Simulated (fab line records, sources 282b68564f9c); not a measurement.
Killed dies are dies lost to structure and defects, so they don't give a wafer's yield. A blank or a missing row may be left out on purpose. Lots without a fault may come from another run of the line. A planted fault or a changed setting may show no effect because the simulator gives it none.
Problem report in the 8D (eight disciplines) form, filled by code | flow rit_cmos | the parts of the form that need people (team, actions taken, sign-off) are left out

1. THE PROBLEM
ACTIVE_NITRIDE_THK at RIT_ACTIVE_THK_MEAS_04 reads a mean of 113.7 nm on 6 wafers of 2 lots; wafers without a fault read 150.0 nm with a standard deviation of 1.5. That is -24 standard deviations from the usual mean.
First seen on wafer L870.2, day 3 00:40, on film_metro-04. The record holds 42 wafers of 14 lots with a number at this step. Rule for "out", or "out of limits": more than 4 standard deviations from the usual mean. The other wafers with a number count as sound.

2. WHAT IT IS AND WHAT IT IS NOT
question                    | is                     | is not
which readings at this step | ACTIVE_NITRIDE_THK     | -
which lots                  | L870, L872             | L864, L865, L866, L867, L868, L869, L871, L876, L880, L883, L884, L885
which wafers of those lots  | all that have a number | -
read on which gauges        | film_metro-04          | film_metro-01, film_metro-03
when                        | from day 3 00:40       | up to then (18 sound wafers); but 18 sound wafers of L871, L876, L880, L883, L884, L885 came after

3. SUSPECTS, AND WHAT RULES EACH OUT
Counting: a tool at a process step up to the reading stays a suspect if it ran every lot that is out and no sound lot after the first of them.
- the gauge at RIT_ACTIVE_THK_MEAS_04: ruled out. All the wafers that are out were read on film_metro-04, but those of them that RIT_ACTIVE_ETCH_13 has rows for are out there too, on other tools.
- lpcvd-02 at RIT_ACTIVE_CVD_03 (deposits Si3N4 from SiH2Cl2/NH3, target thk 150 nm, time 1500 s): ruled out as a lasting fault. Sound lots L884, L885 ran on it after its first lot that is out, L870 (day 2 23:15).
Left after counting: nothing in the record.

4. THE CAUSE (what the simulator had put in)
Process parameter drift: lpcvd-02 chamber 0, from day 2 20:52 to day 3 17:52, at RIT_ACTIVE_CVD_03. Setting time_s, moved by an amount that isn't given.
Counting ruled it out, wrongly: the rule takes a fault to strike every lot that its tool runs from its start on, and this one did not.

5. THE CHAIN OF EFFECTS, in route order
Each row: a reading whose mean over the struck wafers that have a number lies more than 3 standard deviations from the usual. Only readings for which the record gives a usual standard deviation are gone through. hours: the time from each lot's start at the first step in this table that gives one to its start at this step, as a median over the lots. sigmas: the change in usual standard deviations.
hours | step                   | reading            | usual      | on struck wafers | change | sigmas
0     | RIT_ACTIVE_THK_MEAS_04 | ACTIVE_NITRIDE_THK | 150.0 nm   | 113.7            | -36.3  | -24
1     | RIT_ACTIVE_ETCH_13     | oes_product_au     | 0.822 a.u. | 0.709            | -0.113 | -7.6
The process steps in it:
- RIT_ACTIVE_ETCH_13: etches Si3N4 in SF6, stops on SiO2, time 210 s, target depth 210 nm.
Later measuring or inspecting steps at which every struck wafer that the step has a row for has a number for every such reading, and none has moved that far: RIT_PRETRO_OVL_MEAS_06.

6. WHAT WOULD HAVE CAUGHT IT SOONER
In this record the first reading out of limits at a measuring or inspecting step was taken at day 3 00:40, 4 hours after the fault began at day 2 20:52.
Of the tool readings at RIT_ACTIVE_CVD_03 for which the record gives a usual standard deviation, none was out on any struck wafer, so an alarm limit of 4 standard deviations on them would not have fired.
